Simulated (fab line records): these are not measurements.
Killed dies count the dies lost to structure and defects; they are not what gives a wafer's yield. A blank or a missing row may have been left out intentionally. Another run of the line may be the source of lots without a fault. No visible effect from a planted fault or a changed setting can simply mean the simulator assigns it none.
Struck lot and sound lot, side by side -- flow ritCmos -- 44 steps out of a route of 202
Sound: the wafers L868.3, L868.4, L868.6. Wafers L878.2, L878.5, L878.6 were the ones struck. The cause is given at the end.
Each step with rows lists, per side, the tool, then ch with its chambers, then its first start. Under that, the readings that differ: sound wafers -- struck wafers -- difference of the means -- sigmas: that difference in standard deviations of wafers without a fault.
alike: same words and numbers on both sides, and readings whose means sit less than 2 such deviations apart. not compared: any withheld reading, any reading some wafer has no value for, any bound like >300 that may hide the same value, and any number with overlapping values for which the record gives no deviation.
The two part at a step that has a row with sigmas, a row that says differs or no value, or rows on one side only. When numbers do not overlap yet have no deviation, they are printed without sigmas and do not part them. Lack of a reading on every wafer of one side parts them only where that side has two or more wafers.

first, 2 steps without rows for these wafers: RIT_NLDD_HARDBAKE_07 (time 60 s); RIT_NLDD_IMPLANT_08.
RIT_NLDD_STRIP_09: strips in O2, time 180 s.
  sound on plasmaAsher-04 ch 0,1, day 3 05:20; struck on plasmaAsher-04 ch 0,1, day 5 05:16
  alike: drypumpMotorCurrentA, rfReflPowerW
  not compared: rfHoursCounterH
RIT_NLDD_TW_MEAS_10:
  sound on filmMetro-03 at day 3 05:28; struck on filmMetro-04 at day 5 05:27
  alike: NLDD_TW
then, 6 steps without rows for these wafers: RIT_PLDD_HMDS_00 (prime time 60 s); RIT_PLDD_COAT_01 (resist thk 1013 nm); RIT_PLDD_SOFTBAKE_02 (time 60 s); RIT_PLDD_EXPOSE_03 (exposes mask M8, target cd 40900 nm); RIT_PLDD_PEB_04; RIT_PLDD_DEVELOP_05 (develop time 50 s).
RIT_PLDD_OVL_MEAS_06:
  sound on overlay-01 at day 3 06:30; struck on overlay-02 at day 5 06:21
  alike: PLDD_OVL
then, 1 step without rows for these wafers: RIT_PLDD_HARDBAKE_07 (time 60 s).
RIT_PLDD_IMPLANT_08:
  sound on implanter-03 ch 0, day 3 06:43; struck on implanter-02 ch 0, day 5 06:34
reading,sound,struck,difference,sigmas
doseIonsCm2,8.993e+14 8.994e+14 9.016e+14,2.699e+14 2.706e+14 2.7e+14,-6.299e+14,-99 or more
endStationPressureTorr (Torr),6.6e-06 6.6e-06 7.2e-06,5.7e-06 6.2e-06 5.6e-06,-9.7e-07,-3
faradayCurrentUA,2813 2781 2836,808 860 823,-1980,-34
RIT_PLDD_STRIP_09: strips in O2, time 180 s.
  sound on plasmaAsher-01 ch 0,1, day 3 06:53; struck on plasmaAsher-01 ch 0,1, day 5 06:41
  alike: drypumpMotorCurrentA, rfReflPowerW
  not compared: rfHoursCounterH
RIT_PLDD_TW_MEAS_10:
  sound on filmMetro-04 at day 3 07:01; struck on filmMetro-04 at day 5 06:52
reading,sound,struck,difference,sigmas
PLDD_TW,2344 2330 2334,1662 1664 1663,-673,-56
then, 4 steps without rows for these wafers: RIT_SPACER_CLEAN_00 (cleans in SC1, time 600 s); RIT_SPACER_CLEAN_01 (cleans in dHF, time 30 s); RIT_SPACER_CLEAN_02 (cleans in SC2, time 600 s); RIT_SPACER_CVD_03 (deposits Si3N4 from SiH2Cl2/NH3, target thk 250 nm, time 3300 s).
RIT_SPACER_THK_MEAS_04:
  sound on filmMetro-01 at day 3 09:22; struck on filmMetro-01 at day 5 09:28
  alike: SPACER_NITRIDE_THK
RIT_SPACER_ETCHBACK_05: etches Si3N4 in SF6/CHF3, stops on SiO2, target depth 250 nm, time 230.9 s.
  sound on rieDiel-02 ch 1,3, day 3 09:24; struck on rieDiel-02 ch 0,1,3, day 5 09:31
  alike: CHF3_flow_sccm, drypumpMotorCurrentA, oesProductAu, throttleValvePct
  not compared: rfHoursCounterH
then, 6 steps without rows for these wafers: RIT_NSD_HMDS_00 (prime time 60 s); RIT_NSD_COAT_01 (resist thk 1000 nm); RIT_NSD_SOFTBAKE_02 (time 60 s); RIT_NSD_EXPOSE_03 (exposes mask M9, target cd 40700 nm); RIT_NSD_PEB_04; RIT_NSD_DEVELOP_05 (develop time 50 s).
RIT_NSD_OVL_MEAS_06:
  sound on overlay-02 at day 3 10:26; struck on overlay-01 at day 5 10:41
  alike: NSD_OVL
then, 2 steps without rows for these wafers: RIT_NSD_HARDBAKE_07 (time 60 s); RIT_NSD_IMPLANT_08.
RIT_NSD_STRIP_09: strips in O2, time 180 s.
  sound on plasmaAsher-01 ch 0,1, day 3 10:49; struck on plasmaAsher-01 ch 0,1, day 5 11:01
  alike: drypumpMotorCurrentA, rfReflPowerW
  not compared: rfHoursCounterH
RIT_NSD_TW_MEAS_10:
  sound on filmMetro-04 at day 3 10:57; struck on filmMetro-04 at day 5 11:13
  alike: NSD_TW
then, 6 steps without rows for these wafers: RIT_PSD_HMDS_00 (prime time 60 s); RIT_PSD_COAT_01 (resist thk 1000 nm); RIT_PSD_SOFTBAKE_02 (time 60 s); RIT_PSD_EXPOSE_03 (exposes mask M10, target cd 40900 nm); RIT_PSD_PEB_04; RIT_PSD_DEVELOP_05 (develop time 50 s).
RIT_PSD_OVL_MEAS_06:
  sound on overlay-02 at day 3 11:59; struck on overlay-02 at day 5 12:14
  alike: PSD_OVL
then, 2 steps without rows for these wafers: RIT_PSD_HARDBAKE_07 (time 60 s); RIT_PSD_IMPLANT_08.
RIT_PSD_STRIP_09: strips in O2, time 180 s.
  sound on plasmaAsher-02 ch 0,1, day 3 12:22; struck on plasmaAsher-02 ch 0,1, day 5 12:34
  alike: drypumpMotorCurrentA, rfReflPowerW
  not compared: rfHoursCounterH
RIT_SDANNEAL_RS_MEAS_06: measures by four-point-probe.
  sound on filmMetro-03 at day 3 13:16; struck on filmMetro-03 at day 5 13:31
reading,sound,struck,difference,sigmas
PLDD_RS (ohm/sq),178.5 178.7 178.8,419.1 420.7 420.8,+241.5,+99 or more
RIT_M1_PROBE_99:
  the record has rows for the struck wafers here (prober-02, day 5 20:53) and none for the sound ones

== WHERE THEY PART ==
At RIT_PLDD_IMPLANT_08 first; at RIT_M1_PROBE_99 last (within this record only).

WHY: what had been put in by the simulator
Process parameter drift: implanter-02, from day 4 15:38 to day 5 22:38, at RIT_PLDD_IMPLANT_08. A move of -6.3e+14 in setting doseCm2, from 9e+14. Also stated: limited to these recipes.
